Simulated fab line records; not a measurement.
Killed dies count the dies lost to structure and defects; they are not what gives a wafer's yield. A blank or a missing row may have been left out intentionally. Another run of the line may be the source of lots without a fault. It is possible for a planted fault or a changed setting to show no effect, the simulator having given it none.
Which tool is to blame?	flow berkeley-cmos170	16 lots, 48 wafers sampled, at 2 steps of a route of 331

WHAT EACH GAUGE READ, for each wafer
UCB170_NLDD_OVL_MEAS_07. Usual: NLDD_OVL typically reads -4 nm, with standard deviation 6.
lot	measured	on	NLDD_OVL (nm)	flag
L928	day 7 01:40	overlay-01	-7 -9 -11	
L930	day 7 02:01	overlay-02	3 7 -2	
L929	day 7 02:09	overlay-01	-7 -4 3	
L934	day 8 02:10	overlay-02	-7 -4 -5	
L931	day 8 02:25	overlay-01	-7 -2 -5	
L935	day 8 19:10	overlay-02	-11 -10 -2	
L937	day 8 19:11	overlay-01	-11 -3 -9	
L938	day 9 02:20	overlay-02	-13 -11 -15	
L940	day 9 19:18	overlay-01	169 168 172	OFF
L939	day 9 19:33	overlay-02	3 -3 -7	
L941	day 9 19:53	overlay-01	162 174 171	OFF
L942	day 10 09:13	overlay-01	182 171 177	OFF
L943	day 10 09:27	overlay-02	0 -8 1	
L945	day 10 18:24	overlay-02	175 172 176	OFF
L944	day 11 07:26	overlay-02	-8 6 0	
L948	day 11 08:00	overlay-01	-8 -7 1	

EACH LOT AND THE TOOL THAT RAN IT (in order: tool; ch and the chambers of the sampled wafers; start)
lot	UCB170_NLDD_EXPOSE_03
L928	krf-scanner-01 ch 0, day 7 00:43
L930	krf-scanner-02 ch 0, day 7 01:02
L929	krf-scanner-01 ch 0, day 7 01:19
L934	krf-scanner-02 ch 0, day 8 01:14
L931	krf-scanner-02 ch 0, day 8 01:35
L935	krf-scanner-01 ch 0, day 8 17:55
L937	krf-scanner-02 ch 0, day 8 18:10
L938	krf-scanner-01 ch 0, day 9 01:52
L940	krf-scanner-01 ch 0, day 9 18:49
L939	krf-scanner-02 ch 0, day 9 19:03
L941	krf-scanner-01 ch 0, day 9 19:23
L942	krf-scanner-01 ch 0, day 10 08:23
L943	krf-scanner-02 ch 0, day 10 08:55
L945	krf-scanner-01 ch 0, day 10 17:53
L944	krf-scanner-02 ch 0, day 11 06:56
L948	krf-scanner-02 ch 0, day 11 07:27
- UCB170_NLDD_EXPOSE_03: exposes mask NSELECT, target cd 1200 nm.

AS READ BY THE TOOLS THEMSELVES (means over the sampled wafers that have a number; for cases with no such wafer, the mark the record gives instead)
UCB170_NLDD_EXPOSE_03. Usual: focus-offset-nm 0.0 nm, standard deviation 0.5.
lot	tool	focus-offset-nm (nm)	flag
L928	krf-scanner-01	-0.2	
L930	krf-scanner-02	0.4	
L929	krf-scanner-01	0.5	
L934	krf-scanner-02	0.9	
L931	krf-scanner-02	0.0	
L935	krf-scanner-01	0.6	
L937	krf-scanner-02	0.2	
L938	krf-scanner-01	-1.0	
L940	krf-scanner-01	0.4	
L939	krf-scanner-02	-0.0	
L941	krf-scanner-01	0.1	
L942	krf-scanner-01	-0.2	
L943	krf-scanner-02	-0.6	
L945	krf-scanner-01	0.4	
L944	krf-scanner-02	0.0	
L948	krf-scanner-02	-0.3	

THE ANSWER, worked out from the rows above alone
Rule: a lot is off if the mean of its wafers that have a number lies more than 3 standard deviations from the usual mean. Also off: a lot with no number at a reading for which 4 or more lots have one. All remaining lots with rows at the step are treated as sound. Order of review: gauges by route order, followed by the tools' own readings, for which a lot's mean as printed above is used. The first step at which some lot is off is used, and at that step the reading that is off furthest; a lot without a number counts as furthest.
Off: L940, L941, L942, L945, seen at UCB170_NLDD_OVL_MEAS_07 (NLDD_OVL).
A tool fits if, at a process step before that reading, it ran every lot that is off, and no sound lot after the first of them. Those tools and the gauges at UCB170_NLDD_OVL_MEAS_07 are tried in the same way. One candidate fits, namely krf-scanner-01 at UCB170_NLDD_EXPOSE_03. Its last sound lot is L938 (day 9 01:52), its first lot that is off L940 (day 9 18:49): a fault that began between those two fits.

WHAT THE SIMULATOR PUT IN
Scanner matching overlay: krf-scanner-01, from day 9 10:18 on, at UCB170_NLDD_EXPOSE_03. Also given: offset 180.
Shown lots that were struck: L940, L941, L942, L945. This agrees with what the rule above found.
